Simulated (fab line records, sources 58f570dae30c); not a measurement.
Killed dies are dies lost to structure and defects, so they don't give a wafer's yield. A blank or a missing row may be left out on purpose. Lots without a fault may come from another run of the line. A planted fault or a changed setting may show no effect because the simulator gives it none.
One fault seen from 2 desks | flow berkeley_cmos170 | each desk has only its own numbers; what lay behind them comes last

THE METROLOGY DESK
What the gauges read, lot by lot, whatever tool the lot ran on: means of the sampled wafers that have a number. A lot is out of limits, marked OUT, if its mean lies more than 4 standard deviations from the usual mean; the brackets give that distance.
Columns: A = cd_nm at UCB170_ACTIVE_CD_MEAS_90, usual 1200.0 nm; B = SACOX_OXIDE_THK at UCB170_SACOX_THK_MEAS_02, usual 14.36 nm; C = GATE_POLY_THK at UCB170_GATE_THK_MEAS_05, usual 214.1 nm; D = GATE_OVL at UCB170_GATE_OVL_MEAS_13, usual 4 nm
lot  | first seen here | A      | B     | C               | D
L360 | day 3 17:42     | 1200.2 | 14.10 | 213.6           | 3
L361 | day 4 10:43     | 1199.9 | 14.61 | 212.4           | -5
L363 | day 4 16:44     | 1200.9 | 14.05 | 215.8           | 4
L365 | day 4 23:39     | 1198.6 | 14.54 | 214.2           | 6
L366 | day 5 07:58     | 1198.1 | 14.58 | 213.7           | -0
L367 | day 5 19:27     | 1200.4 | 14.23 | 213.7           | 0
L369 | day 6 05:50     | 1199.8 | 14.00 | 391.7 (+93) OUT | 4
L375 | day 7 02:50     | 1200.6 | 14.24 | 215.7           | 5
L376 | day 7 14:10     | 1199.2 | 14.67 | 212.6           | 10
L377 | day 7 20:59     | 1198.1 | 14.27 | 219.2           | 11
L379 | day 8 07:24     | 1199.2 | 14.31 | 211.9           | 7
L378 | day 8 08:08     | 1200.1 | 13.98 | 215.4           | -2
L380 | day 8 13:13     | 1200.4 | 14.61 | 216.3           | -1
This desk's finding: out of limits on L369; first on L369, day 8 02:04 (GATE_POLY_THK at UCB170_GATE_THK_MEAS_05). In limits: L360, L361, L363, L365, L366, L367, L375, L376, L377, L379, L378, L380.

THE TOOL OWNER'S DESK: lpcvd-02
The tool's own readings at UCB170_GATE_CVD_04 (deposits poly-Si from SiH4, time 1440 s, target thk 214 nm): means of the sampled wafers that have a number, for each lot that ran on this tool. A lot is out of limits, marked OUT, if its mean lies more than 4 standard deviations from the usual mean; the brackets give that distance.
Columns: A = spike_tc_centre_C at UCB170_GATE_CVD_04, usual 613.2 C; B = spike_tc_source_C at UCB170_GATE_CVD_04, usual 628.6 C; C = zone_power_source_pct at UCB170_GATE_CVD_04, usual 12.4 %
lot  | first seen here | A     | B     | C
L361 | day 6 04:56     | 612.9 | 629.4 | 12.3
L363 | day 6 13:17     | 612.4 | 630.4 | 14.2
L366 | day 7 06:59     | 612.9 | 631.0 | 14.4
L369 | day 8 00:40     | 613.1 | 629.0 | 12.3
This desk's finding: nothing out of limits on any of the 4 lots.

PUT TOGETHER
The metrology desk could have raised an alarm at day 8 02:04, on L369.
The tool owner's desk saw nothing out of limits.
The tool owner's desk has L369 on record, within its limits.
Of the lots named, all ran UCB170_GATE_CVD_04 on lpcvd-02.

WHAT THE SIMULATOR HAD PUT IN
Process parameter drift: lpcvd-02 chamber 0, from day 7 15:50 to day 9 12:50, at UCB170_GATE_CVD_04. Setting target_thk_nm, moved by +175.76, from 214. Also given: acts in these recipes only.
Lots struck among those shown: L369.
Hours from the fault's start to each desk's first reading out of limits: the metrology desk, 10.
